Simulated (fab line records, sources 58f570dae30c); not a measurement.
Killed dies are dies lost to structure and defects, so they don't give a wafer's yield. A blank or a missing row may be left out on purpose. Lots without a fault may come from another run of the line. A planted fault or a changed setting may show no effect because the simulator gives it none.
Which tool did it? | flow berkeley_cmos170 | 14 lots, 42 wafers sampled, at 4 steps of a route of 331

WHAT THE GAUGES READ, wafer by wafer
UCB170_GATE_OVL_MEAS_13. Usual: GATE_OVL -1 nm, standard deviation 4.9.
lot  | measured     | on         | GATE_OVL (nm) | flag
L962 | day 7 09:56  | overlay-01 | -4 7 -4       |
L964 | day 7 10:11  | overlay-02 | 1 -2 1        |
L965 | day 8 08:56  | overlay-01 | -3 -3 0       |
L968 | day 8 09:03  | overlay-02 | -9 -6 -1      |
L967 | day 8 09:12  | overlay-01 | 0 -6 -1       |
L972 | day 9 03:26  | overlay-01 | -3 7 -10      |
L974 | day 9 03:29  | overlay-02 | -4 -3 -1      |
L973 | day 9 03:43  | overlay-01 | -4 3 4        |
L970 | day 9 03:50  | overlay-01 | 5 3 -7        |
L982 | day 11 21:02 | overlay-02 | -4 -10 -1     |
L980 | day 11 21:17 | overlay-01 | -4 -4 -8      |
L981 | day 11 21:29 | overlay-02 | -4 2 4        |
L985 | day 12 19:58 | overlay-02 | 9 6 7         |
L984 | day 12 20:14 | overlay-02 | -10 -6 -1     |

UCB170_NLDD_OVL_MEAS_07. Usual: NLDD_OVL -2 nm, standard deviation 5.6.
lot  | measured     | on         | NLDD_OVL (nm) | flag
L962 | day 7 14:05  | overlay-02 | 3 -3 -2       |
L964 | day 7 14:22  | overlay-01 | 10 -7 -2      |
L965 | day 8 13:02  | overlay-01 | 6 0 5         |
L968 | day 8 13:23  | overlay-02 | -6 0 -5       |
L967 | day 8 13:40  | overlay-01 | 6 8 6         |
L972 | day 9 07:47  | overlay-01 | -12 -3 -5     |
L974 | day 9 07:53  | overlay-02 | -10 -15 -6    |
L973 | day 9 08:08  | overlay-01 | 5 3 -4        |
L970 | day 9 08:31  | overlay-02 | -5 -5 -3      |
L982 | day 12 00:17 | overlay-01 | -1 -3 -3      |
L980 | day 12 00:29 | overlay-02 | -7 1 6        |
L981 | day 12 00:36 | overlay-01 | 5 -1 -2       |
L985 | day 12 23:14 | overlay-02 | 4 1 2         |
L984 | day 12 23:36 | overlay-01 | 3 -7 0        |

UCB170_NSD_CD_MEAS_06: target cd 1200 nm. Usual: cd_nm 1200.4 nm, standard deviation 1.6.
lot  | measured     | on        | cd_nm (nm)           | flag
L962 | day 7 23:16  | cd_sem-02 | 1202.7 1202.7 1202.7 |
L964 | day 7 23:31  | cd_sem-01 | 1200.3 1199.1 1200.5 |
L965 | day 8 23:56  | cd_sem-02 | 1200.2 1200.2 1201.1 |
L968 | day 9 00:02  | cd_sem-01 | 1203.0 1202.7 1202.3 |
L967 | day 9 00:05  | cd_sem-02 | 1200.4 1200.2 1200.0 |
L972 | day 9 18:30  | cd_sem-01 | - - -                | OFF
L974 | day 9 18:50  | cd_sem-02 | 1202.8 1201.9 1202.8 |
L973 | day 9 18:56  | cd_sem-01 | 1198.8 1198.8 1198.5 |
L970 | day 9 18:38  | cd_sem-01 | - - -                | OFF
L982 | day 12 19:25 | cd_sem-01 | 1196.3 1197.5 1198.7 |
L980 | day 12 19:26 | cd_sem-02 | 1199.6 1200.0 1200.3 |
L981 | day 12 19:40 | cd_sem-02 | 1198.2 1197.6 1198.2 |
L985 | day 13 11:38 | cd_sem-01 | 1201.4 1200.4 1201.6 |
L984 | day 13 11:58 | cd_sem-01 | 1200.9 1201.0 1200.0 |

WHICH TOOL RAN EACH LOT (tool, then ch and the chambers of the sampled wafers, then the start)
lot  | UCB170_NSD_DEVELOP_05
L962 | litho_track-02 ch 0, day 7 23:00
L964 | litho_track-03 ch 0, day 7 23:00
L965 | litho_track-02 ch 0, day 8 23:00
L968 | litho_track-01 ch 0, day 8 23:00
L967 | litho_track-03 ch 0, day 8 23:00
L972 | litho_track-03, day 9 18:00
L974 | litho_track-03 ch 0, day 9 18:00
L973 | litho_track-01 ch 0, day 9 18:00
L970 | litho_track-02, day 9 18:00
L982 | litho_track-03 ch 0, day 12 19:00
L980 | litho_track-01 ch 0, day 12 19:00
L981 | litho_track-03 ch 0, day 12 19:00
L985 | litho_track-03 ch 0, day 13 11:00
L984 | litho_track-02 ch 0, day 13 11:00
- UCB170_NSD_DEVELOP_05: develop time 45 s.

WHAT THE TOOLS THEMSELVES READ (means of the sampled wafers that have a number; where no wafer has one, the mark that the record gives instead)
UCB170_NSD_DEVELOP_05. Usual: chill_plate_temp_C 22.99 C, standard deviation 0.11.
lot  | tool           | chill_plate_temp_C (C) | flag
L962 | litho_track-02 | 23.05                  |
L964 | litho_track-03 | 23.01                  |
L965 | litho_track-02 | 23.00                  |
L968 | litho_track-01 | 23.07                  |
L967 | litho_track-03 | 22.96                  |
L972 | litho_track-03 | -                      | OFF
L974 | litho_track-03 | 22.96                  |
L973 | litho_track-01 | 22.92                  |
L970 | litho_track-02 | -                      | OFF
L982 | litho_track-03 | 22.96                  |
L980 | litho_track-01 | 23.00                  |
L981 | litho_track-03 | 23.00                  |
L985 | litho_track-03 | 22.90                  |
L984 | litho_track-02 | 22.89                  |

THE ANSWER, worked out from the rows above alone
Rule: a lot is off if the mean of its wafers that have a number lies more than 3 standard deviations from the usual mean. A lot without any number at a reading at which 4 lots or more have one is off too. The other lots that the step has rows for count as sound. The gauges are gone through in route order, then the tools' own readings, and for those a lot's mean is taken as printed above. The first step at which some lot is off is used, and at that step the reading that is off furthest; a lot without a number counts as furthest.
Off: L972, L970, at UCB170_NSD_CD_MEAS_06 (cd_nm). Without a number there: L972, L970.
A tool fits if, at a process step before that reading, it ran every lot that is off, and no sound lot after the first of them. The gauges at UCB170_NSD_CD_MEAS_06 aren't tried: what is off there is off at UCB170_NSD_DEVELOP_05 too, on other tools, and a gauge's error can't cause that. None of those tried fits.

WHAT THE SIMULATOR HAD PUT IN
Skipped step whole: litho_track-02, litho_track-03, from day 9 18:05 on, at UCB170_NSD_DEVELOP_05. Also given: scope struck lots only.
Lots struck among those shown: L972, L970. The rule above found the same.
